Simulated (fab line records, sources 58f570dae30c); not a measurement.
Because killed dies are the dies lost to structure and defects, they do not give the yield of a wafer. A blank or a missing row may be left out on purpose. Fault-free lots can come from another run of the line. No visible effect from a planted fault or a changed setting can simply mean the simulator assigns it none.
One fault through the eyes of 2 desks / flow berkeley_cmos170 / what lay behind the numbers comes last; until then each desk has only its own

## METROLOGY DESK
What the gauges read, lot by lot, whatever tool the lot ran on: means of the sampled wafers that have a number. If a lot's mean is further than 4 standard deviations from the usual mean, the lot is out of limits and carries the mark OUT (the distance appears in the brackets).
Columns: A = PWELL_TW at UCB170_PWELL_TW_MEAS_17, usual 377.6; B = cd_nm at UCB170_M1_CD_MEAS_90, usual 700 nm; C = V2_POLISHED_THK at UCB170_V2_THK_MEAS_04, usual 999.7 nm; D = cd_nm at UCB170_V2_CD_MEAS_12, usual 699.8 nm
lot=L926; first seen here=day 3 01:54; A=379.8; B=697; C=999.3; D=697.7
lot=L927; first seen here=day 3 02:09; A=373.8; B=700; C=999.2; D=698.8
lot=L928; first seen here=day 3 07:49; A=374.6; B=698; C=999.6; D=699.3
lot=L931; first seen here=day 4 00:46; A=378.9; B=699; C=999.5; D=700.1
lot=L934; first seen here=day 4 19:12; A=379.0; B=700; C=999.1; D=701.0
lot=L935; first seen here=day 4 19:35; A=377.2; B=701; C=999.6; D=698.5
lot=L936; first seen here=day 5 01:20; A=380.9; B=695; C=1000.0; D=754.3 (+45) OUT
lot=L937; first seen here=day 5 09:53; A=378.6; B=703; C=1000.6; D=750.8 (+43) OUT
lot=L942; first seen here=day 6 04:45; A=375.1; B=705; C=998.7; D=700.3
lot=L943; first seen here=day 6 21:23; A=380.8; B=703; C=999.2; D=698.0
lot=L944; first seen here=day 6 22:01; A=381.3; B=697; C=1002.1; D=699.4
lot=L947; first seen here=day 7 12:36; A=378.4; B=705; C=1002.4; D=701.1
lot=L948; first seen here=day 7 12:50; A=372.2; B=696; C=999.1; D=700.0
lot=L949; first seen here=day 7 22:34; A=381.2; B=701; C=999.2; D=701.1
Finding of this desk: L936, L937 out of limits; the first was L936 at day 10 06:17, on cd_nm at UCB170_V2_CD_MEAS_12. In limits: L926, L927, L928, L931, L934, L935, L942, L943, L944, L947, L948, L949.

## THE TOOL OWNER'S DESK: litho_track-01
UCB170_V2_PEB_10, tool's own readings: per-lot mean of the sampled wafers with a number, covering each lot this tool ran. If a lot's mean is further than 4 standard deviations from the usual mean, the lot is out of limits and carries the mark OUT (the distance appears in the brackets).
Columns: A = heater_power_total_W at UCB170_V2_PEB_10, usual 56.80 W; B = plate_temp_C at UCB170_V2_PEB_10, usual 129.99 C
lot=L927; first seen here=day 7 12:55; A=56.82; B=129.82
lot=L931; first seen here=day 8 16:28; A=56.76; B=130.01
lot=L935; first seen here=day 10 01:46; A=56.79; B=129.94
lot=L934; first seen here=day 10 02:01; A=56.78; B=129.95
lot=L936; first seen here=day 10 06:01; A=64.80 (+99 or more) OUT; B=143.94 (+99 or more) OUT
lot=L937; first seen here=day 10 17:31; A=64.84 (+99 or more) OUT; B=143.90 (+99 or more) OUT
Finding of this desk: L936, L937 out of limits; the first was L936 at day 10 06:01, on heater_power_total_W at UCB170_V2_PEB_10. In limits: L927, L931, L935, L934.

## ALL TOGETHER
The tool owner's desk could have raised an alarm at day 10 06:01, on L936, L937.
An alarm was possible from the metrology desk at day 10 06:17, on L936, L937.
Of the lots named, all ran UCB170_V2_PEB_10 on litho_track-01.

## WHAT THE SIMULATOR PUT IN
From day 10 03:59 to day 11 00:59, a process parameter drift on litho_track-01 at UCB170_V2_PEB_10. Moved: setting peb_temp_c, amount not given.
Struck lots among those shown: L936, L937.
Fault start to first reading out of limits, in hours, per desk: tool owner, 2; metrology, 2.
